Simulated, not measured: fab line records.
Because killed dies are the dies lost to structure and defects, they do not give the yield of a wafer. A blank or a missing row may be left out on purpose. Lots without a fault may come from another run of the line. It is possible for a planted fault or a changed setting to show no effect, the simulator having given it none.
The same fault as seen by 2 desks    flow berkeleyCmos170    only its own numbers are on each desk; what lay behind them is given at the end

METROLOGY DESK
What the gauges read, lot by lot, whatever tool the lot ran on: means of the sampled wafers that have a number. A lot is out of limits, marked OUT, if its mean lies more than 4 standard deviations from the usual mean; the brackets give that distance.
Columns: A = cdNm at UCB170_NSD_CD_MEAS_06, usual 1200.0 nm; B = cdNm at UCB170_V1_CD_MEAS_90, usual 699.6 nm
lot   first seen here  A       B
L589  day 7 14:25      1198.4  700.7
L592  day 7 14:35      1199.9  698.0
L591  day 7 14:59      1201.2  699.7
L590  day 7 15:04      1198.6  700.1
L593  day 7 23:19      1201.2  699.5
L597  day 8 03:50      1201.2  698.4
L594  day 8 04:02      1200.1  700.6
L595  day 8 04:19      1201.3  699.2
L596  day 8 17:05      1200.9  701.3
L599  day 9 05:55      1200.7  699.5
L598  day 9 06:08      1197.1  699.0
L600  day 9 10:31      1199.3  700.4
L601  day 10 05:41     1197.5  699.6
Finding of this desk: none of the 13 lots has anything out of limits.

TOOL OWNER'S DESK, rieDiel-03
The tool's own readings at UCB170_M3_ETCH_17 (etches BARC in N2/H2): means of the sampled wafers that have a number, for each lot that ran on this tool. A lot is out of limits, marked OUT, if its mean lies more than 4 standard deviations from the usual mean; the brackets give that distance.
Columns: A = biasW at UCB170_M3_ETCH_17, usual 100.01 W; B = drypumpMotorCurrentA at UCB170_M3_ETCH_17, usual 5.6 A; C = oesProductAu at UCB170_M3_ETCH_17, usual 0.998 a.u.; D = throttleValvePct at UCB170_M3_ETCH_17, usual 13.28 %
lot   first seen here  A                 B    C      D
L592  day 8 22:46      100.01            5.8  0.988  13.57
L591  day 8 23:07      99.98             5.5  1.005  13.31
L596  day 9 22:08      99.86             5.7  1.002  13.17
L599  day 10 11:34     100.11            5.5  1.011  13.10
L601  day 11 10:14     105.80 (+20) OUT  5.7  1.011  13.32
This desk finds L601 out of limits, L601 being first, at day 11 10:14 (biasW at UCB170_M3_ETCH_17). Within limits: L592, L591, L596, L599.

BROUGHT TOGETHER
The tool owner's desk could have raised an alarm at day 11 10:14, on L601.
From the metrology desk's view, nothing was out of limits.
The metrology desk holds a record of L601, inside its limits.
Of the lots named, all ran UCB170_M3_ETCH_17 on rieDiel-03.

WHAT THE SIMULATOR HAD PUT IN
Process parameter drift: rieDiel-03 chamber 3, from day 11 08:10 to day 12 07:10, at UCB170_M3_ETCH_17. A move of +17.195 in setting biasW, from 100. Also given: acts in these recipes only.
Struck lots among those shown: L601.
Each desk's first reading out of limits, in hours after the fault started: the tool owner's desk, 2.
